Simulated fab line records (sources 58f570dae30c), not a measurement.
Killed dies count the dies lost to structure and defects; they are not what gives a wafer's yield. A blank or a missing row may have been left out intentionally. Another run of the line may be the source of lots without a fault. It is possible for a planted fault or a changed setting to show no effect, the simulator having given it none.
A struck lot beside a sound one	flow berkeley cmos170	27 out of 331 route steps
Sound: the wafers L472.3, L472.5, L472.6. The struck wafers were L481.3, L481.4, L481.5. The cause is named last.
Each step with rows lists, per side, the tool, then ch with its chambers, then its first start. Under that, the readings that differ: sound wafers	struck wafers	difference of the means	sigmas: that difference in standard deviations of wafers without a fault.
alike: same words and numbers on both sides, and readings whose means sit less than 2 such deviations apart. not compared: any withheld reading, any reading some wafer has no value for, any bound like >300 that may hide the same value, and any number with overlapping values for which the record gives no deviation.
Wherever a step has rows on one side only, a row that says differs or no value, or a row with sigmas, the two part there. Numbers that don't overlap but have no deviation are shown without sigmas and don't part them. A reading that every wafer of one side lacks parts them only if that side has two wafers or more.

first, 1 step without rows for these wafers: UCB170_PSD_IMPLANT_08.
UCB170_PSD_STRIP_09: strips in O2.
  sound on plasma asher-01 ch 0,1, day 8 03:44; struck on plasma asher-01 ch 0,1, day 11 06:38
  alike: drypump motor current A, oes product au, strip time to endpoint s
  not compared: rf hours counter h
UCB170_PSD_TW_MEAS_10:
  sound: film metro-01 at day 8 03:50; struck: film metro-04 at day 11 06:43
reading	sound	struck	difference	sigmas
PSD_TW	2339 2331 2323	2354 2370 2366	+32	+3
then, 7 steps without rows for these wafers: UCB170_PSD_CLEAN_11 (cleans in SPM, time 600 s); UCB170_NSD_HMDS_00 (prime time 60 s); UCB170_NSD_COAT_01 (resist thk 900 nm); UCB170_NSD_SOFTBAKE_02 (time 60 s); UCB170_NSD_EXPOSE_03 (exposes mask NSELECT MOD, target cd 1200 nm); UCB170_NSD_PEB_04; UCB170_NSD_DEVELOP_05 (develop time 45 s).
UCB170_NSD_CD_MEAS_06: the cd target is 1200 nm.
  sound: cd sem-01 at day 8 05:14; struck: cd sem-01 at day 11 12:01
  alike: cd nm
UCB170_NSD_OVL_MEAS_07:
  sound: overlay-01 at day 8 05:20; struck: overlay-01 at day 11 12:06
  alike: NSD_OVL
UCB170_NSD_IMPLANT_08:
  sound on implanter-01 ch 0, day 8 05:24; struck on implanter-01 ch 0, day 11 12:29
  alike: beam on s
UCB170_NSD_STRIP_09: strips in O2.
  sound on plasma asher-03 ch 0,1, day 8 05:32; struck on plasma asher-02 ch 0,1, day 11 12:37
reading	sound	struck	difference	sigmas
oes product au (a.u.)	0.528 0.538 0.541	0.482 0.486 0.480	-0.053	-10
strip time to endpoint s (s)	36.19 36.09 36.18	43.23 43.20 43.21	+7.06	+99 or more
  alike: drypump motor current A
  not compared: rf hours counter h
UCB170_NSD_TW_MEAS_10:
  sound: film metro-01 at day 8 05:37; struck: film metro-01 at day 11 12:43
reading	sound	struck	difference	sigmas
NSD_TW	4214 4187 4210	4481 4460 4448	+259	+14
then, 4 steps without rows for these wafers: UCB170_NSD_CLEAN_11 (cleans in SPM, time 600 s); UCB170_BACKSIDE_HMDS_00 (prime time 60 s); UCB170_BACKSIDE_COAT_01 (resist thk 900 nm); UCB170_BACKSIDE_SOFTBAKE_02 (time 60 s).
UCB170_BACKSIDE_STRIP_03: strips in O2.
  sound on plasma asher-03 ch 0,1, day 8 06:24; struck on plasma asher-04 ch 0,1, day 11 13:47
  alike: drypump motor current A, oes product au, strip time to endpoint s
  not compared: rf hours counter h
then, 1 step without rows for these wafers: UCB170_BACKSIDE_CLEAN_04 (cleans in SPM, time 600 s).
UCB170_SDANNEAL_RTA_00: time 10 s.
  sound on rtp anneal-01 ch 0, day 8 06:41; struck on rtp anneal-01 ch 0, day 11 14:03
  alike: lamp power pct, wafer_temp_C_max
UCB170_SDANNEAL_RTA_01: time 5 s.
  sound on rtp anneal-01 ch 0, day 8 06:45; struck on rtp anneal-01 ch 0, day 11 14:07
  alike: lamp power pct, wafer_temp_C_max
UCB170_SDANNEAL_RS_MEAS_02: measurement is done with a four-point probe.
  sound: film metro-01 at day 8 06:50; struck: film metro-01 at day 11 14:12
  alike: PSD_RS
UCB170_SDANNEAL_RS_MEAS_03: measurement is done with a four-point probe.
  sound: film metro-01 at day 8 06:57; struck: film metro-01 at day 11 14:19
reading	sound	struck	difference	sigmas
NSD_RS (ohm/sq)	37.12 37.20 37.09	30.02 29.97 29.97	-7.15	-74
UCB170_SDANNEAL_RS_MEAS_04: measurement is done with a four-point probe.
  sound: film metro-01 at day 8 07:04; struck: film metro-01 at day 11 14:26
  alike: PLDD_RS
UCB170_M3_PROBE_99:
  rows exist in the record for the struck wafers here (prober-02, day 12 14:41), but not for the sound ones

== WHERE THEY PART ==
Last at UCB170_M3_PROBE_99 as far as this record goes, first at UCB170_PSD_TW_MEAS_10.

WHY: what the simulator had put in
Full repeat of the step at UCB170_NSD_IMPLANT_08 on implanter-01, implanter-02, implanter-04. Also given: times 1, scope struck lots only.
